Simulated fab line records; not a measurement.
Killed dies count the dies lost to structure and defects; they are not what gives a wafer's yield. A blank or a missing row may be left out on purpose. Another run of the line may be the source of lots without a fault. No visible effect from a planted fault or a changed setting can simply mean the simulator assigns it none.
2 desks looking at one fault -- flow rit cmos -- each desk has only its own numbers; what lay behind them comes last

== FROM THE METROLOGY DESK ==
Lot by lot, what the gauges showed, no matter which tool ran the lot: averages of those sampled wafers that carry a number. Marked OUT: a lot whose mean sits more than 4 standard deviations from the usual mean, which makes it out of limits; the brackets give that distance.
Columns: A = INCOMING_BOW at RIT_ACTIVE_BOW_MEAS_00, usual 0 um; B = FOX2_OXIDE_THK at RIT_FOX2_THK_MEAS_01, usual 353 nm; C = cd nm at RIT_M1_CD_MEAS_90, usual 2600.3 nm
lot,first seen here,A,B,C
L596,day 1 10:02,-3,336,2599.4
L598,day 1 20:00,2,355,2599.0
L599,day 2 01:02,2,358,2599.4
L601,day 2 11:04,-4,354,2599.8
L603,day 2 21:00,-4,360,2601.5
L604,day 3 02:00,1,343,2597.9
L606,day 3 12:00,-4,349,2604.1
L608,day 3 22:01,-1,344,2571.7 (-12) OUT
L611,day 4 13:01,1,348,2570.4 (-12) OUT
L612,day 4 18:01,0,350,2597.2
L613,day 4 23:00,-6,350,2601.1
L615,day 5 09:01,-2,356,2599.6
L616,day 5 14:00,1,352,2601.0
L618,day 6 00:01,0,348,2599.7
This desk's finding: out of limits on L608, L611; first on L608, day 5 18:33 (cd nm at RIT_M1_CD_MEAS_90). In limits: L596, L598, L599, L601, L603, L604, L606, L612, L613, L615, L616, L618.

== THE TOOL OWNER'S DESK: rie metal-03 ==
The tool's own readings at RIT_M1_METAL_ETCH_12 (etches Al in Cl2/BCl3, stops on SiO2, time 165 s, target depth 600 nm): means of the sampled wafers that have a number, for each lot that ran on this tool. Marked OUT: a lot whose mean sits more than 4 standard deviations from the usual mean, which makes it out of limits; the brackets give that distance.
Columns: A = drypump motor current A at RIT_M1_METAL_ETCH_12, usual 5.8 A; B = oes product au at RIT_M1_METAL_ETCH_12, usual 0.780 a.u.; C = rf fwd power W at RIT_M1_METAL_ETCH_12, usual 248.8 W; D = throttle valve pct at RIT_M1_METAL_ETCH_12, usual 8.39 %
lot,first seen here,A,B,C,D
L596,day 3 12:30,5.2,0.776,248.5,8.46
L599,day 4 00:17,5.2,0.773,248.5,8.44
L608,day 5 18:01,5.2,0.775,365.4 (+99 or more) OUT,8.46
L611,day 6 10:50,5.2,0.769,365.5 (+99 or more) OUT,8.46
This desk's finding: out of limits on L608, L611; first on L608, day 5 18:01 (rf fwd power W at RIT_M1_METAL_ETCH_12). In limits: L596, L599.

== TAKEN TOGETHER ==
An alarm could have come from the tool owner's desk at day 5 18:01, on L608, L611.
On L608, L611, the metrology desk was in a position to raise an alarm at day 5 18:33.
All the named lots went through RIT_M1_METAL_ETCH_12 on rie metal-03.

== WHAT THE SIMULATOR PUT IN ==
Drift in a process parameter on rie metal-03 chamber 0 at RIT_M1_METAL_ETCH_12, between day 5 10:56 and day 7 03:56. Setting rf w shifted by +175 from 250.
Struck lots among those shown: L608, L611.
Fault start to first reading out of limits, in hours, per desk: tool owner, 7; metrology, 8.
